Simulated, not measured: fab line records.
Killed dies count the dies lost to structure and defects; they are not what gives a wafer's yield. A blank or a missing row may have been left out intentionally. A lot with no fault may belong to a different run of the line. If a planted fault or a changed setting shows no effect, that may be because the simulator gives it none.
The tool behind it: which one? / flow berkeleyCmos170 / 6 lots with 18 wafers sampled at 4 steps, on a route of 331 steps

WHAT EACH GAUGE READ, for each wafer
UCB170_PSD_TW_MEAS_10.
lot=L547; measured=day 8 07:49; on=filmMetro-01; PSD_TW=2333 2329 2328
lot=L551; measured=day 8 23:37; on=filmMetro-04; PSD_TW=2303 2303 2315
lot=L552; measured=day 8 23:58; on=filmMetro-04; PSD_TW=2312 2316 2291
lot=L557; measured=day 9 21:38; on=filmMetro-01; PSD_TW=30 30 30
lot=L566; measured=day 11 21:17; on=filmMetro-01; PSD_TW=2321 2312 2315
lot=L567; measured=day 12 11:30; on=filmMetro-01; PSD_TW=2324 2335 2345

WHICH TOOL RAN EACH LOT (tool, then ch and the chambers of the sampled wafers, then the start)
lot=L547; UCB170_GATE_ETCH_14=rieDiel-03 ch 0,1,3, day 7 19:49; UCB170_NLDD_STRIP_10=plasmaAsher-04 ch 0,1, day 8 00:02; UCB170_PSD_STRIP_09=plasmaAsher-04 ch 0,1, day 8 07:43
lot=L551; UCB170_GATE_ETCH_14=rieDiel-01 ch 0,3, day 8 08:53; UCB170_NLDD_STRIP_10=plasmaAsher-01 ch 0,1, day 8 16:17; UCB170_PSD_STRIP_09=plasmaAsher-02 ch 0,1, day 8 23:32
lot=L552; UCB170_GATE_ETCH_14=rieDiel-01 ch 0,3, day 8 09:43; UCB170_NLDD_STRIP_10=plasmaAsher-03 ch 0, day 8 16:38; UCB170_PSD_STRIP_09=plasmaAsher-01 ch 1, day 8 23:51
lot=L557; UCB170_GATE_ETCH_14=rieDiel-04 ch 0,2,3, day 9 06:52; UCB170_NLDD_STRIP_10=plasmaAsher-04 ch 0,1, day 9 13:32; UCB170_PSD_STRIP_09=plasmaAsher-01 ch 0,1, day 9 21:32
lot=L566; UCB170_GATE_ETCH_14=rieDiel-04 ch 0,1,2, day 11 09:41; UCB170_NLDD_STRIP_10=plasmaAsher-04 ch 0,1, day 11 14:13; UCB170_PSD_STRIP_09=plasmaAsher-01 ch 0,1, day 11 21:11
lot=L567; UCB170_GATE_ETCH_14=rieDiel-04 ch 0,1,3, day 11 21:19; UCB170_NLDD_STRIP_10=plasmaAsher-03 ch 0,1, day 12 01:49; UCB170_PSD_STRIP_09=plasmaAsher-01 ch 0,1, day 12 11:24
- UCB170_GATE_ETCH_14: etches BARC in N2/H2.
- UCB170_NLDD_STRIP_10: strips in O2.
- UCB170_PSD_STRIP_09: strips in O2.

THE ANSWER, worked out from the rows above alone
Rule: the lots themselves supply what counts as usual. The widest of any qualifying gaps counts: lots, ordered by their means at a reading, are off when they make up no more than a third of the lots, leave a main group of 4 or more, and stand apart from it by 3 or more times the standard deviation of that group's means. If all means in a main group match to the digits the tables above print for the reading, that group is not used. A lot without any number at a reading at which 4 lots or more have one is off too. Any other lot the step has rows for is counted as sound.
Off: L557, at UCB170_PSD_TW_MEAS_10 (PSD_TW). The main group: mean 2319, standard deviation 12.
A tool fits if, at a process step before that reading, it ran every lot that is off, and no sound lot after the first of them. Those tools and the gauges at UCB170_PSD_TW_MEAS_10 are tried in the same way. No candidate that was tried fits.

WHAT THE SIMULATOR HAD INSERTED
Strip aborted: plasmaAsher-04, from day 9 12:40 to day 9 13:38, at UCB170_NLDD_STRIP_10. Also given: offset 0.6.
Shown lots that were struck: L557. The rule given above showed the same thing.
